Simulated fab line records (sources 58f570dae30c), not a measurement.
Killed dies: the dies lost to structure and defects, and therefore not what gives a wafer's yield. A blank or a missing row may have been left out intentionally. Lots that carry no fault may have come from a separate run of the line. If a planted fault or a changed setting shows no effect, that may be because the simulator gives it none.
Problem report in the 8D (eight disciplines) form, filled by code | flow berkeley_cmos170 | the parts of the form that need people (team, actions taken, sign-off) are left out

1. WHAT IS WRONG
Mean PLDD_TW at UCB170_PLDD_TW_MEAS_11: 956 over 6 wafers in 2 lots; fault-free wafers: 1014, standard deviation 7.7. Measured from the usual mean, that is -7.6 standard deviations.
Earliest sighting: wafer L130.1 on film_metro-04 at day 8 04:28. The record has a number at this step for 42 wafers belonging to 14 lots. The rule behind "out" and "out of limits": a value lying over 4 standard deviations away from the usual mean. The other wafers with a number count as sound.

2. WHAT IT IS AND WHAT IT IS NOT
question                    | is                           | is not
which readings at this step | PLDD_TW                      | -
which lots                  | L130, L135                   | L121, L122, L123, L124, L126, L129, L136, L137, L138, L141, L143, L144
which wafers of those lots  | all that have a number       | -
read on which gauges        | film_metro-02, film_metro-04 | film_metro-03
when                        | from day 8 04:28             | up to then (15 sound wafers); but 21 sound wafers of L129, L136, L137, L138, L141, L143, L144 came after

3. THE SUSPECTS, EACH WITH WHAT RULES IT OUT
Counting: a tool at any process step up to the reading remains a suspect when it ran all the lots that are out and ran no sound lot after the first of those.
- the gauge at UCB170_PLDD_TW_MEAS_11: ruled out. Those wafers that are out were read across 2 gauges (film_metro-02, film_metro-04).
- rie_diel-02 at UCB170_GATE_ETCH_14 (etches BARC in N2/H2): ruled out as a lasting fault. After its first lot that is out, L130 (day 8 02:25), sound lots L137 ran on it.
- implanter-01 at UCB170_PLDD_IMPLANT_09: kept. Every lot that is out went through it, starting with L130 (day 8 04:13), and after that it ran no sound lot; the last sound lot it ran before then is L126 (day 6 14:07). Its own dose_ions_cm2, faraday_current_uA readings are out on those wafers.
Left after counting: implanter-01 at UCB170_PLDD_IMPLANT_09.

4. THE CAUSE (what the simulator had put in)
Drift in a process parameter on implanter-01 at UCB170_PLDD_IMPLANT_09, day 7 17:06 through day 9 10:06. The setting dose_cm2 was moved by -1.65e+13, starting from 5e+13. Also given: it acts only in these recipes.
Counting left only this tool.

5. SEQUENCE OF EFFECTS, ordered by route
Each row: a reading where the mean over the struck wafers with a number is more than 3 standard deviations away from the usual. Only readings for which the record gives a usual standard deviation are gone through. hours: the time from each lot's start at the first step in this table that gives one to its start at this step, as a median over the lots. sigmas: the change in usual standard deviations.
hours | step                       | reading            | usual         | on struck wafers | change | sigmas
0     | UCB170_PLDD_IMPLANT_09     | dose_ions_cm2      | 5e+13         | 3e+13            | -2e+13 | -99 or more
0     | UCB170_PLDD_IMPLANT_09     | faraday_current_uA | 154           | 108              | -46    | -6.5
0     | UCB170_PLDD_TW_MEAS_11     | PLDD_TW            | 1014          | 956              | -58    | -7.6
14    | UCB170_SDANNEAL_RS_MEAS_04 | PLDD_RS            | 1029.5 ohm/sq | 1186.6           | +157.1 | +58
Process steps it contains:
- UCB170_PLDD_IMPLANT_09

6. WHAT WOULD HAVE CAUGHT IT SOONER
In this record the first reading out of limits at a measuring or inspecting step was taken at day 8 04:28, 11 hours after the fault began at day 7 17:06.
At UCB170_PLDD_IMPLANT_09, the tool's own readings (dose_ions_cm2, faraday_current_uA) were out on each struck wafer the step has a row for, so an alarm limit on them would have fired on the first such wafer.
L135, from the lots that are out (2), started UCB170_PLDD_IMPLANT_09 on implanter-01 later than day 8 04:28. A tool hold placed at that time would have kept it from harm.
